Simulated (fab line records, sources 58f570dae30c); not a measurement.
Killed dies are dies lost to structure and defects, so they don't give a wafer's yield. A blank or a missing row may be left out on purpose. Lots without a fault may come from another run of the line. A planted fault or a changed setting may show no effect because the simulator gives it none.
Split-lot experiment | flow berkeley_cmos170 | 5 lots, 23 wafers read, on a route of 331 steps

THE SPLIT
At UCB170_PWELL_OXIDATION_02 (target thk 26.4 nm, ox time 1260 s), the setting temp_c was moved away from the recipe's 1000 C on 20 of the 23 wafers read, by -2.1% to +2.0%. The other wafers ran this setting at the recipe's value.

The file shows no step between the split and the reading.

THE READING
PWELL_OXIDE_THK, in nm, at UCB170_PWELL_THK_MEAS_03. Fault-free wafers of this fab line usually give 26.2 nm, standard deviation 0.62 nm.

wafer  | tool, chamber at the split | temp_c as run, C | against the recipe | PWELL_OXIDE_THK, nm | against lot-mates on the recipe
L074.1 | -, -                       | 1020             | +2.0%              | 30.9                | no lot-mate on the recipe
L074.2 | -, -                       | 1020             | +2.0%              | 30.8                | no lot-mate on the recipe
L074.3 | -, -                       | 1020             | +2.0%              | 31.3                | no lot-mate on the recipe
L074.4 | -, -                       | 1020             | +2.0%              | 30.7                | no lot-mate on the recipe
L074.5 | -, -                       | 1020             | +2.0%              | 30.7                | no lot-mate on the recipe
L077.2 | -, -                       | 985.7            | -1.4%              | 22.0                | no lot-mate on the recipe
L077.3 | -, -                       | 985.7            | -1.4%              | 22.2                | no lot-mate on the recipe
L077.4 | -, -                       | 985.7            | -1.4%              | 22.1                | no lot-mate on the recipe
L077.5 | -, -                       | 985.7            | -1.4%              | 22.1                | no lot-mate on the recipe
L077.6 | -, -                       | 985.7            | -1.4%              | 22.0                | no lot-mate on the recipe
L082.1 | -, -                       | 978.5            | -2.1%              | 21.0                | no lot-mate on the recipe
L082.2 | -, -                       | 978.5            | -2.1%              | 20.9                | no lot-mate on the recipe
L082.3 | -, -                       | 978.5            | -2.1%              | 20.4                | no lot-mate on the recipe
L082.4 | -, -                       | 978.5            | -2.1%              | 20.8                | no lot-mate on the recipe
L082.6 | -, -                       | 978.5            | -2.1%              | 20.4                | no lot-mate on the recipe
L083.1 | -, -                       | 1019             | +1.9%              | 31.5                | no lot-mate on the recipe
L083.2 | -, -                       | 1019             | +1.9%              | 31.3                | no lot-mate on the recipe
L083.3 | -, -                       | 1019             | +1.9%              | 31.5                | no lot-mate on the recipe
L083.4 | -, -                       | 1019             | +1.9%              | 31.1                | no lot-mate on the recipe
L083.5 | -, -                       | 1019             | +1.9%              | 31.0                | no lot-mate on the recipe
L084.1 | furnace-04, 0              | 1000             | recipe             | 26.8                | -
L084.3 | furnace-04, 0              | 1000             | recipe             | 26.7                | -
L084.5 | furnace-04, 0              | 1000             | recipe             | 26.4                | -

THE FIT
A straight line over all 23 wafers: PWELL_OXIDE_THK changes by +2.57 nm for each +1% of temp_c; r = +1.00; the points scatter about the line by 0.41 nm.
Too few moved wafers have a lot-mate on the recipe to fit a line with each lot's own level taken away.

THE WHOLE CHAIN: every reading that the file lists as answering this split, in the file's order
step                      | what it does                       | reading                                                                            | change (the file's fit)              | r (the file's)
UCB170_PWELL_OXIDATION_02 | target thk 26.4 nm, ox time 1260 s | SiO2_of_PWELL_OXIDATION_02.thk_nm (the simulator's own value, which no gauge read) | +2.58 nm for each +1% of the setting | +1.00
UCB170_PWELL_THK_MEAS_03  |                                    | PWELL_OXIDE_THK                                                                    | +2.57 for each +1% of the setting    | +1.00

THE FILE'S OWN FIT
PWELL_OXIDE_THK changes by +2.57 nm for each +1% of temp_c, r = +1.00.
